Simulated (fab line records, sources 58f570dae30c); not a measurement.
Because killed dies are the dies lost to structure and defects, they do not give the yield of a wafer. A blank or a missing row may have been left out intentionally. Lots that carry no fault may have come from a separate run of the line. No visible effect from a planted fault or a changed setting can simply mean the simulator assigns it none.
Which of the tools did it?    flow berkeley cmos170    11 lots with 33 wafers sampled at 2 steps, on a route of 331 steps

== WHAT THE GAUGES READ, wafer by wafer ==
UCB170_NWELL_THK_MEAS_05. Usual: NWELL_NITRIDE_THK 225.6 nm, standard deviation 2.
lot   measured     on             NWELL_NITRIDE_THK (nm)  flag
L205  day 2 11:14  film metro-04  227.7 227.5 226.0       
L206  day 2 11:14  film metro-03  227.6 228.6 228.8       
L207  day 3 01:25  film metro-04  227.5 228.5 228.4       
L208  day 3 01:24  film metro-03  226.8 224.6 225.3       
L209  day 3 10:46  film metro-02  224.9 227.1 224.7       
L210  day 3 10:45  film metro-03  225.8 226.0 225.4       
L211  day 3 17:00  film metro-02  223.6 225.3 225.2       
L212  day 3 16:58  film metro-04  221.6 223.0 223.4       
L214  day 4 09:14  film metro-02  224.3 223.5 223.3       
L220  day 5 17:19  film metro-02  205.0 206.3 204.7       OFF
L221  day 6 00:56  film metro-04  205.5 209.5 207.0       OFF

== WHICH TOOL RAN EACH LOT (tool, then ch and the chambers of the sampled wafers, then the start) ==
lot   UCB170_NWELL_CVD_04
L205  lpcvd-01 ch 0, day 2 09:18
L206  lpcvd-01 ch 0, day 2 09:18
L207  lpcvd-01 ch 1, day 2 22:30
L208  lpcvd-01 ch 0, day 2 22:30
L209  lpcvd-01 ch 0, day 3 07:51
L210  lpcvd-01 ch 1, day 3 07:51
L211  lpcvd-01 ch 0, day 3 15:02
L212  lpcvd-01 ch 1, day 3 15:02
L214  lpcvd-01 ch 0, day 4 07:16
L220  lpcvd-01 ch 1, day 5 15:23
L221  lpcvd-01 ch 0, day 5 23:01
- UCB170_NWELL_CVD_04: deposits Si3N4 from SiH2Cl2/NH3, target thk 224 nm, time 3360 s.

== AS READ BY THE TOOLS THEMSELVES (means over the sampled wafers that have a number; for cases with no such wafer, the mark the record gives instead) ==
UCB170_NWELL_CVD_04. Usual: spike tc centre C 803.3 C, standard deviation 1.1; zone power source pct 22.4 %, standard deviation 0.93.
lot   tool      spike tc centre C (C)  zone power source pct (%)  flag
L205  lpcvd-01  803.4                  22.8                       
L206  lpcvd-01  802.7                  22.8                       
L207  lpcvd-01  803.8                  22.4                       
L208  lpcvd-01  803.1                  22.8                       
L209  lpcvd-01  803.3                  22.8                       
L210  lpcvd-01  804.0                  22.6                       
L211  lpcvd-01  803.1                  23.1                       
L212  lpcvd-01  803.4                  22.5                       
L214  lpcvd-01  803.0                  22.9                       
L220  lpcvd-01  803.8                  22.7                       
L221  lpcvd-01  803.4                  22.8                       

== THE ANSWER, worked out from the rows above alone ==
Rule: take the mean of a lot's wafers that have a number; if it is more than 3 standard deviations from the usual mean, the lot is off. A lot without any number at a reading at which 4 lots or more have one is off too. Any other lot the step has rows for is counted as sound. The gauges are gone through in route order, then the tools' own readings, and for those a lot's mean is taken as printed above. The first step at which some lot is off is used, and at that step the reading that is off furthest; a lot without a number counts as furthest.
Off: L220, L221, at UCB170_NWELL_THK_MEAS_05 (NWELL_NITRIDE_THK).
A tool fits if, at a process step before that reading, it ran every lot that is off, and no sound lot after the first of them. Gauges at UCB170_NWELL_THK_MEAS_05: tried the same way as those tools. One candidate fits, namely lpcvd-01 at UCB170_NWELL_CVD_04. Its last sound lot is L214 (day 4 07:16), its first lot that is off L220 (day 5 15:23): a fault that began between those two fits.

== WHAT HAD BEEN PUT IN BY THE SIMULATOR ==
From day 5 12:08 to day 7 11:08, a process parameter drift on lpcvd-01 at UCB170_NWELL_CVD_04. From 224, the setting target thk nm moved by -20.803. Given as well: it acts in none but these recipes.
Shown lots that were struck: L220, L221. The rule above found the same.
